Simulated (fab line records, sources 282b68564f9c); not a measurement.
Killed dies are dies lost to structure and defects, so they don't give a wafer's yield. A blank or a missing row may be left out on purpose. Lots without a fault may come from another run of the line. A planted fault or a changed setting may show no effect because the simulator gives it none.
Which tool did it? | flow rit_cmos | 14 lots, 42 wafers sampled, at 2 steps of a route of 202

WHAT THE GAUGES READ, wafer by wafer
RIT_CONTACT_THK_MEAS_01. Usual: CONTACT_TEOS_THK 399 nm, standard deviation 4.7.
lot  | measured    | on            | CONTACT_TEOS_THK (nm) | flag
L891 | day 3 05:43 | film_metro-01 | 399 395 409           |
L893 | day 3 18:51 | film_metro-01 | 400 397 400           |
L894 | day 4 00:14 | film_metro-01 | 396 398 392           |
L895 | day 4 02:48 | film_metro-01 | 394 395 402           |
L896 | day 4 08:04 | film_metro-01 | 395 398 400           |
L897 | day 4 14:37 | film_metro-01 | 396 395 402           |
L899 | day 5 03:49 | film_metro-04 | 396 399 406           |
L900 | day 5 06:20 | film_metro-01 | 394 397 399           |
L901 | day 5 11:00 | film_metro-03 | 389 399 403           |
L902 | day 5 16:58 | film_metro-03 | 390 398 396           |
L909 | day 7 00:01 | film_metro-03 | 391 421 404           |
L911 | day 7 13:17 | film_metro-03 | 403 398 403           |
L912 | day 7 15:23 | film_metro-01 | 421 402 402           |
L914 | day 8 02:25 | film_metro-03 | 396 396 398           |

WHICH TOOL RAN EACH LOT (tool, then ch and the chambers of the sampled wafers, then the start)
lot  | RIT_CONTACT_CVD_00
L891 | pecvd-01 ch 0,1,2, day 3 05:40
L893 | pecvd-01 ch 0,1,2, day 3 18:47
L894 | pecvd-02 ch 0,2, day 4 00:11
L895 | pecvd-03 ch 1,2, day 4 02:45
L896 | pecvd-02 ch 0,2, day 4 08:01
L897 | pecvd-03 ch 0,1, day 4 14:34
L899 | pecvd-01 ch 0,1, day 5 03:45
L900 | pecvd-03 ch 0,1,2, day 5 06:17
L901 | pecvd-02 ch 1,2, day 5 10:56
L902 | pecvd-01 ch 0,1, day 5 16:54
L909 | pecvd-03 ch 0,1,2, day 6 23:57
L911 | pecvd-01 ch 0,1,2, day 7 13:14
L912 | pecvd-03 ch 0,1,2, day 7 15:19
L914 | pecvd-01 ch 0,1,2, day 8 02:22
- RIT_CONTACT_CVD_00: deposits SiO2 from TEOS, target thk 400 nm, time 61 s.

WHAT THE TOOLS THEMSELVES READ (means of the sampled wafers that have a number; where no wafer has one, the mark that the record gives instead)
RIT_CONTACT_CVD_00. Usual: heater_power_w 313 W, standard deviation 45.
lot  | tool     | heater_power_w (W) | flag
L891 | pecvd-01 | 322                |
L893 | pecvd-01 | 312                |
L894 | pecvd-02 | 309                |
L895 | pecvd-03 | 326                |
L896 | pecvd-02 | 347                |
L897 | pecvd-03 | 266                |
L899 | pecvd-01 | 322                |
L900 | pecvd-03 | 323                |
L901 | pecvd-02 | 314                |
L902 | pecvd-01 | 303                |
L909 | pecvd-03 | 320                |
L911 | pecvd-01 | 291                |
L912 | pecvd-03 | 309                |
L914 | pecvd-01 | 282                |

THE ANSWER, worked out from the rows above alone
Rule: a lot is off if the mean of its wafers that have a number lies more than 3 standard deviations from the usual mean. A lot without any number at a reading at which 4 lots or more have one is off too. The other lots that the step has rows for count as sound. The gauges are gone through in route order, then the tools' own readings, and for those a lot's mean is taken as printed above. The first step at which some lot is off is used, and at that step the reading that is off furthest; a lot without a number counts as furthest.
No lot is off at any reading shown: from this, nothing can be told.

WHAT THE SIMULATOR HAD PUT IN
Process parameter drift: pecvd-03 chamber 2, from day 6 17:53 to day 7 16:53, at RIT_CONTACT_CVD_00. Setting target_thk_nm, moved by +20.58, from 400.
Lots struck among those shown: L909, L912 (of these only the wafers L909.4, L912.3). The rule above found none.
